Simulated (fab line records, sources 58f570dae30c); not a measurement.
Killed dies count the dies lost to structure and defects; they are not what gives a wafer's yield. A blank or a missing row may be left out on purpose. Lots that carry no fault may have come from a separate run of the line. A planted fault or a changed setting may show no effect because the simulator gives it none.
fab line records :: flow berkeley_cmos170 :: part 2 of 2: steps 28 to 39 of 39
record:
  lots: 5
  wafers: 15
  last_day: 12
route steps=331 shown START@1 ZERO@6 NWELL@14 PWELL@34
lots that met no fault: from a run of the same line without faults
start_h: start of the lot's first displayed wafer, in hours after the record's first day :: wait_h: how many hours have passed since the lot's step before this one :: " same as the row above :: L1.1+2: several wafers, shown together as one row :: - no value, or no start was given :: * or withheld: withheld :: < > ~ a bound
route shown NAME@n: NAME is a module with steps in the file, n the number in the route of the first one :: usual: mean and standard deviation over wafers with no fault :: same: alike in all rows :: chamber/n: place in a boat :: sites: the reading at each site :: _std_site: the standard deviation of these :: _edge_site: outer sites' mean less inner sites' :: radius_mm: how far each site lies from the wafer's centre :: mask NAME#n: copy n :: behind: the most recent tool/chamber to have shaped the wafer :: hold: reason for holding the lot/hours on hold/outcome of the hold :: device: whichever transistor did not switch (one of n, p or np) :: end of line: at the end of the route, the tests of the same wafers :: for a step that has no rows: nothing shown but its recipe :: killed: at the first sort, the dies lost to defects and structure; wafer yield is something else :: map: a wafer's dies, marking killed ones x, the rest . and places with no die _
set.NAME: the setting that was run; set.NAME@STEP: the one run at that earlier step :: model.NAME: the simulator's own value behind a step, which no gauge read
lots at selected steps of the route; one table per step, one row per wafer
services: when a tool's chamber went out of use (start_h, in hours from the record's first day, below 0 if earlier), for how many hours, and the reason
== steps ==
step: UCB170_NWELL_IMPLANT_14
recipe:
  species: P
  dose_cm2: 1e+13
  energy_kev: 150
  tilt_deg: 7
lot.wafer: L074.1+4+6
tool: implanter-02
chamber: 0
start_h: 34.80
wait_h: 0.1

lot.wafer: L085.1+5+6
tool: implanter-03
chamber: 0
start_h: 90.13
wait_h: 0.1

lot.wafer: L088.2+3+5
tool: implanter-01
chamber: 0
start_h: 101.62
wait_h: 0.1

lot.wafer: L089.2+3+6
tool: implanter-03
chamber: 0
start_h: 109.97
wait_h: 0.1

lot.wafer: L092.4+5+6
tool: implanter-01
chamber: 0
start_h: 123.44
wait_h: 0.1
step: UCB170_NWELL_STRIP_15
recipe:
  chemistry: O2
  power_w: 400
  pressure_mtorr: 3500
  platen_temp_c: withheld
  o2_flow_sccm: 400
  overash_fraction: 0.5
usual:
  chamber_pressure_mTorr: 3500/3.3
  drypump_motor_current_A: 5.9/0.54
  oes_product_au: 0.721/0.0046
  strip_time_to_endpoint_s: 17.99/0.079
lot.wafer: L074.1
tool: plasma_asher-01
chamber: 0
start_h: 34.95
wait_h: 0.1
chamber_pressure_mTorr: 3501
drypump_motor_current_A: 5.3
oes_product_au: 0.726
rf_hours_counter_h: 20
strip_time_to_endpoint_s: 17.97

lot.wafer: L074.4
tool: plasma_asher-01
chamber: 0
start_h: 34.95
wait_h: 0.1
chamber_pressure_mTorr: 3500
drypump_motor_current_A: 5.3
oes_product_au: 0.719
rf_hours_counter_h: -
strip_time_to_endpoint_s: 18.00

lot.wafer: L074.6
tool: plasma_asher-01
chamber: 0
start_h: 34.95
wait_h: 0.1
chamber_pressure_mTorr: 3498
drypump_motor_current_A: 5.3
oes_product_au: 0.713
rf_hours_counter_h: -
strip_time_to_endpoint_s: 17.99

lot.wafer: L085.1
tool: plasma_asher-02
chamber: 0
start_h: 90.28
wait_h: 0.1
chamber_pressure_mTorr: 3502
drypump_motor_current_A: 6.5
oes_product_au: 0.713
rf_hours_counter_h: 36
strip_time_to_endpoint_s: 18.07

lot.wafer: L085.5
tool: plasma_asher-02
chamber: 0
start_h: 90.28
wait_h: 0.1
chamber_pressure_mTorr: 3499
drypump_motor_current_A: 6.5
oes_product_au: 0.715
rf_hours_counter_h: -
strip_time_to_endpoint_s: 17.99

lot.wafer: L085.6
tool: plasma_asher-02
chamber: 1
start_h: 90.28
wait_h: 0.1
chamber_pressure_mTorr: 3503
drypump_motor_current_A: 5.7
oes_product_au: 0.722
rf_hours_counter_h: -
strip_time_to_endpoint_s: 18.12

lot.wafer: L088.2
tool: plasma_asher-01
chamber: 1
start_h: 101.74
wait_h: 0.1
chamber_pressure_mTorr: 3499
drypump_motor_current_A: 6.5
oes_product_au: 0.717
rf_hours_counter_h: 30
strip_time_to_endpoint_s: 18.01

lot.wafer: L088.3
tool: plasma_asher-01
chamber: 1
start_h: 101.74
wait_h: 0.1
chamber_pressure_mTorr: 3495
drypump_motor_current_A: 6.5
oes_product_au: 0.718
rf_hours_counter_h: -
strip_time_to_endpoint_s: 18.01

lot.wafer: L088.5
tool: plasma_asher-01
chamber: 0
start_h: 101.74
wait_h: 0.1
chamber_pressure_mTorr: 3500
drypump_motor_current_A: 5.3
oes_product_au: 0.730
rf_hours_counter_h: -
strip_time_to_endpoint_s: 18.04

lot.wafer: L089.2
tool: plasma_asher-01
chamber: 0
start_h: 110.09
wait_h: 0.1
chamber_pressure_mTorr: 3498
drypump_motor_current_A: 5.3
oes_product_au: 0.720
rf_hours_counter_h: 31
strip_time_to_endpoint_s: 17.83

lot.wafer: L089.3
tool: plasma_asher-01
chamber: 1
start_h: 110.09
wait_h: 0.1
chamber_pressure_mTorr: 3503
drypump_motor_current_A: 6.4
oes_product_au: 0.723
rf_hours_counter_h: -
strip_time_to_endpoint_s: 17.83

lot.wafer: L089.6
tool: plasma_asher-01
chamber: 0
start_h: 110.09
wait_h: 0.1
chamber_pressure_mTorr: 3496
drypump_motor_current_A: 5.3
oes_product_au: 0.722
rf_hours_counter_h: -
strip_time_to_endpoint_s: 17.83

lot.wafer: L092.4
tool: plasma_asher-01
chamber: 1
start_h: 123.55
wait_h: 0.1
chamber_pressure_mTorr: 3502
drypump_motor_current_A: 6.4
oes_product_au: 0.718
rf_hours_counter_h: -
strip_time_to_endpoint_s: 18.08

lot.wafer: L092.5
tool: plasma_asher-01
chamber: 1
start_h: 123.55
wait_h: 0.1
chamber_pressure_mTorr: 3495
drypump_motor_current_A: 6.4
oes_product_au: 0.722
rf_hours_counter_h: -
strip_time_to_endpoint_s: 18.02

lot.wafer: L092.6
tool: plasma_asher-01
chamber: 0
start_h: 123.55
wait_h: 0.1
chamber_pressure_mTorr: 3497
drypump_motor_current_A: 5.3
oes_product_au: 0.724
rf_hours_counter_h: -
strip_time_to_endpoint_s: 18.03
step: UCB170_NWELL_TW_MEAS_16
usual:
  NWELL_TW: 1254/12
lot.wafer: L074.1
tool: film_metro-02
chamber: -
start_h: 35.12
wait_h: 0.1
NWELL_TW: 1249

lot.wafer: L074.4
tool: film_metro-02
chamber: -
start_h: 35.12
wait_h: 0.1
NWELL_TW: 1246

lot.wafer: L074.6
tool: film_metro-02
chamber: -
start_h: 35.12
wait_h: 0.1
NWELL_TW: 1243

lot.wafer: L085.1
tool: film_metro-02
chamber: -
start_h: 90.38
wait_h: 0.1
NWELL_TW: 1237

lot.wafer: L085.5
tool: film_metro-02
chamber: -
start_h: 90.38
wait_h: 0.1
NWELL_TW: 1247

lot.wafer: L085.6
tool: film_metro-02
chamber: -
start_h: 90.38
wait_h: 0.1
NWELL_TW: 1239

lot.wafer: L088.2
tool: film_metro-01
chamber: -
start_h: 101.85
wait_h: 0.1
NWELL_TW: 1268

lot.wafer: L088.3
tool: film_metro-01
chamber: -
start_h: 101.85
wait_h: 0.1
NWELL_TW: 1262

lot.wafer: L088.5
tool: film_metro-01
chamber: -
start_h: 101.85
wait_h: 0.1
NWELL_TW: 1254

lot.wafer: L089.2
tool: film_metro-01
chamber: -
start_h: 110.20
wait_h: 0.1
NWELL_TW: 1265

lot.wafer: L089.3
tool: film_metro-01
chamber: -
start_h: 110.20
wait_h: 0.1
NWELL_TW: 1265

lot.wafer: L089.6
tool: film_metro-01
chamber: -
start_h: 110.20
wait_h: 0.1
NWELL_TW: 1265

lot.wafer: L092.4
tool: film_metro-02
chamber: -
start_h: 123.65
wait_h: 0.1
NWELL_TW: 1242

lot.wafer: L092.5
tool: film_metro-02
chamber: -
start_h: 123.65
wait_h: 0.1
NWELL_TW: 1240

lot.wafer: L092.6
tool: film_metro-02
chamber: -
start_h: 123.65
wait_h: 0.1
NWELL_TW: 1248
step: UCB170_NWELL_CLEAN_17
recipe:
  chemistry: SPM
  temp_c: 120
  time_s: 600
lot.wafer: L074.1+4+6
tool: wet_bench-02
chamber: 0
start_h: 35.23
wait_h: 0.1

lot.wafer: L085.1+5+6
tool: wet_bench-02
chamber: 1
start_h: 93.95
wait_h: 3.6

lot.wafer: L088.2+3+5
tool: wet_bench-02
chamber: 2
start_h: 101.97
wait_h: 0.1

lot.wafer: L089.2+3+6
tool: wet_bench-02
chamber: 2
start_h: 111.06
wait_h: 0.8

lot.wafer: L092.4+5+6
tool: wet_bench-02
chamber: 0
start_h: 123.98
wait_h: 0.3
step: UCB170_NWELL_WET_ETCH_18
recipe:
  chemistry: H3PO4
  target: Si3N4
  temp_c: 160
  time_s: 14400
lot.wafer: L074.1+4+6
tool: wet_bench-02
chamber: 0
start_h: 35.42
wait_h: 0.0

lot.wafer: L085.1+5+6
tool: wet_bench-04
chamber: 0
start_h: 94.46
wait_h: 0.3

lot.wafer: L088.2+3+5
tool: wet_bench-02
chamber: 0
start_h: 102.14
wait_h: 0.0

lot.wafer: L089.2+3+6
tool: wet_bench-02
chamber: 3
start_h: 111.26
wait_h: 0.0

lot.wafer: L092.4+5+6
tool: wet_bench-01
chamber: 3
start_h: 124.32
wait_h: 0.2
step: UCB170_NWELL_WET_ETCH_19
recipe:
  chemistry: BOE
  dilution: 5:1
  target: SiO2
  temp_c: 25
  time_s: 22
lot.wafer: L074.1+4+6
tool: wet_bench-04
chamber: 1
start_h: 39.42
wait_h: 0.0

lot.wafer: L085.1+5+6
tool: wet_bench-01
chamber: 2
start_h: 98.47
wait_h: 0.0

lot.wafer: L088.2+3+5
tool: wet_bench-02
chamber: 1
start_h: 106.41
wait_h: 0.3

lot.wafer: L089.2+3+6
tool: wet_bench-01
chamber: 0
start_h: 115.64
wait_h: 0.0

lot.wafer: L092.4+5+6
tool: wet_bench-01
chamber: 1
start_h: 128.71
wait_h: 0.0
step: UCB170_PWELL_CLEAN_00
recipe:
  chemistry: SPM
  temp_c: 120
  time_s: 600
lot.wafer: L074.1+4+6
tool: wet_bench-02
chamber: 1
start_h: 39.44
wait_h: 0.0

lot.wafer: L085.1+5+6
tool: wet_bench-02
chamber: 2
start_h: 98.50
wait_h: 0.0

lot.wafer: L088.2+3+5
tool: wet_bench-01
chamber: 2
start_h: 106.77
wait_h: 0.3

lot.wafer: L089.2+3+6
tool: wet_bench-02
chamber: 2
start_h: 115.65
wait_h: 0.0

lot.wafer: L092.4+5+6
tool: wet_bench-04
chamber: 1
start_h: 128.81
wait_h: 0.1
step: UCB170_PWELL_CLEAN_01
recipe:
  chemistry: dHF
  dilution: 25:1
  time_s: 60
lot.wafer: L074.1+4+6
tool: wet_bench-04
chamber: 3
start_h: 39.61
wait_h: 0.0

lot.wafer: L085.1+5+6
tool: wet_bench-01
chamber: 2
start_h: 98.67
wait_h: 0.0

lot.wafer: L088.2+3+5
tool: wet_bench-04
chamber: 0
start_h: 107.12
wait_h: 0.0

lot.wafer: L089.2+3+6
tool: wet_bench-01
chamber: 1
start_h: 115.84
wait_h: 0.0

lot.wafer: L092.4+5+6
tool: wet_bench-04
chamber: 1
start_h: 129.03
wait_h: 0.0
step: UCB170_PWELL_OXIDATION_02
recipe:
  temp_c: 1000
  ambient: O2
  target_thk_a: 264
  ox_time_s: 1260
usual:
  zone_power_centre_pct: 48/3
lot.wafer: L074.1
tool: furnace-02
chamber: 0
start_h: 42.91
wait_h: 3.3
zone_power_centre_pct: 49

lot.wafer: L074.4
tool: furnace-02
chamber: 0
start_h: 42.91
wait_h: 3.3
zone_power_centre_pct: 49

lot.wafer: L074.6
tool: furnace-02
chamber: 0
start_h: 42.91
wait_h: 3.3
zone_power_centre_pct: 49

lot.wafer: L085.1
tool: furnace-01
chamber: 0
start_h: 102.17
wait_h: 3.4
zone_power_centre_pct: 51

lot.wafer: L085.5
tool: furnace-01
chamber: 0
start_h: 102.17
wait_h: 3.4
zone_power_centre_pct: 52

lot.wafer: L085.6
tool: furnace-01
chamber: 0
start_h: 102.17
wait_h: 3.4
zone_power_centre_pct: 51

lot.wafer: L088.2
tool: furnace-02
chamber: 0
start_h: 109.37
wait_h: 2.2
zone_power_centre_pct: 48

lot.wafer: L088.3
tool: furnace-02
chamber: 0
start_h: 109.37
wait_h: 2.2
zone_power_centre_pct: 49

lot.wafer: L088.5
tool: furnace-02
chamber: 0
start_h: 109.37
wait_h: 2.2
zone_power_centre_pct: 48

lot.wafer: L089.2
tool: furnace-02
chamber: 0
start_h: 119.90
wait_h: 4.0
zone_power_centre_pct: 48

lot.wafer: L089.3
tool: furnace-02
chamber: 0
start_h: 119.90
wait_h: 4.0
zone_power_centre_pct: 48

lot.wafer: L089.6
tool: furnace-02
chamber: 0
start_h: 119.90
wait_h: 4.0
zone_power_centre_pct: 48

lot.wafer: L092.4
tool: furnace-01
chamber: 0
start_h: 129.40
wait_h: 0.3
zone_power_centre_pct: 52

lot.wafer: L092.5
tool: furnace-01
chamber: 0
start_h: 129.40
wait_h: 0.3
zone_power_centre_pct: 51

lot.wafer: L092.6
tool: furnace-01
chamber: 0
start_h: 129.40
wait_h: 0.3
zone_power_centre_pct: 50
step: UCB170_PWELL_THK_MEAS_03
recipe:
  reads: SiO2_of_PWELL_OXIDATION_02
usual:
  PWELL_OXIDE_THK: 26.4/0.45
lot.wafer: L074.1
tool: film_metro-01
chamber: -
start_h: 44.26
wait_h: 0.0
PWELL_OXIDE_THK[nm]: 26.8

lot.wafer: L074.4
tool: film_metro-01
chamber: -
start_h: 44.26
wait_h: 0.0
PWELL_OXIDE_THK[nm]: 26.1

lot.wafer: L074.6
tool: film_metro-01
chamber: -
start_h: 44.26
wait_h: 0.0
PWELL_OXIDE_THK[nm]: 26.0

lot.wafer: L085.1
tool: film_metro-01
chamber: -
start_h: 103.52
wait_h: 0.0
PWELL_OXIDE_THK[nm]: 27.3

lot.wafer: L085.5
tool: film_metro-01
chamber: -
start_h: 103.52
wait_h: 0.0
PWELL_OXIDE_THK[nm]: 27.0

lot.wafer: L085.6
tool: film_metro-01
chamber: -
start_h: 103.52
wait_h: 0.0
PWELL_OXIDE_THK[nm]: 26.5

lot.wafer: L088.2
tool: film_metro-03
chamber: -
start_h: 110.73
wait_h: 0.0
PWELL_OXIDE_THK[nm]: 28.0

lot.wafer: L088.3
tool: film_metro-03
chamber: -
start_h: 110.73
wait_h: 0.0
PWELL_OXIDE_THK[nm]: 27.4

lot.wafer: L088.5
tool: film_metro-03
chamber: -
start_h: 110.73
wait_h: 0.0
PWELL_OXIDE_THK[nm]: 27.3

lot.wafer: L089.2
tool: film_metro-04
chamber: -
start_h: 121.26
wait_h: 0.0
PWELL_OXIDE_THK[nm]: 26.4

lot.wafer: L089.3
tool: film_metro-04
chamber: -
start_h: 121.26
wait_h: 0.0
PWELL_OXIDE_THK[nm]: 26.2

lot.wafer: L089.6
tool: film_metro-04
chamber: -
start_h: 121.26
wait_h: 0.0
PWELL_OXIDE_THK[nm]: 25.9

lot.wafer: L092.4
tool: film_metro-01
chamber: -
start_h: 130.78
wait_h: 0.0
PWELL_OXIDE_THK[nm]: 26.2

lot.wafer: L092.5
tool: film_metro-01
chamber: -
start_h: 130.78
wait_h: 0.0
PWELL_OXIDE_THK[nm]: 26.3

lot.wafer: L092.6
tool: film_metro-01
chamber: -
start_h: 130.78
wait_h: 0.0
PWELL_OXIDE_THK[nm]: 25.7
step: UCB170_PWELL_ANNEAL_04
recipe:
  temp_c: 1000
  time_s: 900
  ambient: N2
usual:
  zone_power_centre_pct: 48/3.2
lot.wafer: L074.1
tool: furnace-01
chamber: 0
start_h: 50.41
wait_h: 6.1
zone_power_centre_pct: 51

lot.wafer: L074.4
tool: furnace-01
chamber: 0
start_h: 50.41
wait_h: 6.1
zone_power_centre_pct: 51

lot.wafer: L074.6
tool: furnace-01
chamber: 0
start_h: 50.41
wait_h: 6.1
zone_power_centre_pct: 51

lot.wafer: L085.1
tool: furnace-02
chamber: 0
start_h: 104.96
wait_h: 1.4
zone_power_centre_pct: 49

lot.wafer: L085.5
tool: furnace-02
chamber: 0
start_h: 104.96
wait_h: 1.4
zone_power_centre_pct: 49

lot.wafer: L085.6
tool: furnace-02
chamber: 0
start_h: 104.96
wait_h: 1.4
zone_power_centre_pct: 48

lot.wafer: L088.2
tool: furnace-04
chamber: 0
start_h: 112.45
wait_h: 1.7
zone_power_centre_pct: 43

lot.wafer: L088.3
tool: furnace-04
chamber: 0
start_h: 112.45
wait_h: 1.7
zone_power_centre_pct: 44

lot.wafer: L088.5
tool: furnace-04
chamber: 0
start_h: 112.45
wait_h: 1.7
zone_power_centre_pct: 43

lot.wafer: L089.2
tool: furnace-01
chamber: 0
start_h: 125.45
wait_h: 4.2
zone_power_centre_pct: 51

lot.wafer: L089.3
tool: furnace-01
chamber: 0
start_h: 125.45
wait_h: 4.2
zone_power_centre_pct: 51

lot.wafer: L089.6
tool: furnace-01
chamber: 0
start_h: 125.45
wait_h: 4.2
zone_power_centre_pct: 52

lot.wafer: L092.4
tool: furnace-01
chamber: 0
start_h: 133.92
wait_h: 3.1
zone_power_centre_pct: 51

lot.wafer: L092.5
tool: furnace-01
chamber: 0
start_h: 133.92
wait_h: 3.1
zone_power_centre_pct: 51

lot.wafer: L092.6
tool: furnace-01
chamber: 0
start_h: 133.92
wait_h: 3.1
zone_power_centre_pct: 51
step: UCB170_PWELL_CVD_05
recipe:
  material: Si3N4
  target_thk_nm: 220
  temp_c: 800
  precursor: SiH2Cl2/NH3
  time_s: 3300
  pressure_mtorr: 200
  sih2cl2_flow_sccm: 25
  nh3_flow_sccm: 75
usual:
  zone_power_centre_pct: 34.8/1.8
lot.wafer: L074.1
tool: lpcvd-02
chamber: 1
start_h: 51.66
wait_h: 0.0
zone_power_centre_pct: 35.2

lot.wafer: L074.4
tool: lpcvd-02
chamber: 1
start_h: 51.66
wait_h: 0.0
zone_power_centre_pct: 35.6

lot.wafer: L074.6
tool: lpcvd-02
chamber: 1
start_h: 51.66
wait_h: 0.0
zone_power_centre_pct: 34.9

lot.wafer: L085.1
tool: lpcvd-01
chamber: 0
start_h: 106.21
wait_h: 0.0
zone_power_centre_pct: 33.2

lot.wafer: L085.5
tool: lpcvd-01
chamber: 0
start_h: 106.21
wait_h: 0.0
zone_power_centre_pct: 32.5

lot.wafer: L085.6
tool: lpcvd-01
chamber: 0
start_h: 106.21
wait_h: 0.0
zone_power_centre_pct: 33.0

lot.wafer: L088.2
tool: lpcvd-02
chamber: 0
start_h: 113.70
wait_h: 0.0
zone_power_centre_pct: 34.2

lot.wafer: L088.3
tool: lpcvd-02
chamber: 0
start_h: 113.70
wait_h: 0.0
zone_power_centre_pct: 34.3

lot.wafer: L088.5
tool: lpcvd-02
chamber: 0
start_h: 113.70
wait_h: 0.0
zone_power_centre_pct: 34.0

lot.wafer: L089.2
tool: lpcvd-01
chamber: 1
start_h: 126.70
wait_h: 0.0
zone_power_centre_pct: 38.7

lot.wafer: L089.3
tool: lpcvd-01
chamber: 1
start_h: 126.70
wait_h: 0.0
zone_power_centre_pct: 38.9

lot.wafer: L089.6
tool: lpcvd-01
chamber: 1
start_h: 126.70
wait_h: 0.0
zone_power_centre_pct: 38.2

lot.wafer: L092.4
tool: lpcvd-02
chamber: 0
start_h: 137.22
wait_h: 2.1
zone_power_centre_pct: 35.1

lot.wafer: L092.5
tool: lpcvd-02
chamber: 0
start_h: 137.22
wait_h: 2.1
zone_power_centre_pct: 34.8

lot.wafer: L092.6
tool: lpcvd-02
chamber: 0
start_h: 137.22
wait_h: 2.1
zone_power_centre_pct: 34.2
== services ==
tool: krf_scanner-01
chamber: -
start_h: -11.94
hours: 0.7
kind: repair

tool: krf_scanner-02
chamber: -
start_h: -11.12
hours: 0.8
kind: pm

tool: rie_diel-01
chamber: 2
start_h: -3.26
hours: 1.3
kind: repair

tool: rie_diel-04
chamber: 2
start_h: -0.75
hours: 11.2
kind: repair

tool: rie_diel-03
chamber: 0
start_h: 3.43
hours: 1.7
kind: repair

tool: implanter-03
chamber: -
start_h: 4.19
hours: 2.5
kind: repair

tool: implanter-01
chamber: -
start_h: 4.19
hours: 3.2
kind: repair

tool: furnace-04
chamber: -
start_h: 6.81
hours: 3.8
kind: pm

tool: krf_scanner-01
chamber: -
start_h: 10.82
hours: 7.9
kind: repair

tool: furnace-02
chamber: -
start_h: 15.92
hours: 3.5
kind: pm

tool: rie_diel-03
chamber: 3
start_h: 17.97
hours: 6.4
kind: repair

tool: krf_scanner-01
chamber: -
start_h: 23.61
hours: 1.0
kind: pm

tool: krf_scanner-02
chamber: -
start_h: 24.63
hours: 1.0
kind: pm

tool: krf_scanner-02
chamber: -
start_h: 31.56
hours: 1.3
kind: pm

tool: furnace-04
chamber: -
start_h: 32.20
hours: 38.9
kind: pm

tool: krf_scanner-01
chamber: -
start_h: 37.34
hours: 2.6
kind: repair

tool: lpcvd-01
chamber: -
start_h: 44.32
hours: 1.8
kind: repair

tool: krf_scanner-01
chamber: -
start_h: 45.51
hours: 1.3
kind: pm

tool: furnace-01
chamber: -
start_h: 59.84
hours: 3.7
kind: pm

tool: rie_diel-04
chamber: -
start_h: 76.09
hours: 0.4
kind: repair

tool: krf_scanner-01
chamber: -
start_h: 99.82
hours: 0.8
kind: pm

tool: furnace-04
chamber: -
start_h: 125.71
hours: 2.5
kind: pm

tool: rie_diel-04
chamber: 2
start_h: 134.55
hours: 5.3
kind: repair

tool: rie_diel-03
chamber: 1
start_h: 137.00
hours: 8.5
kind: repair
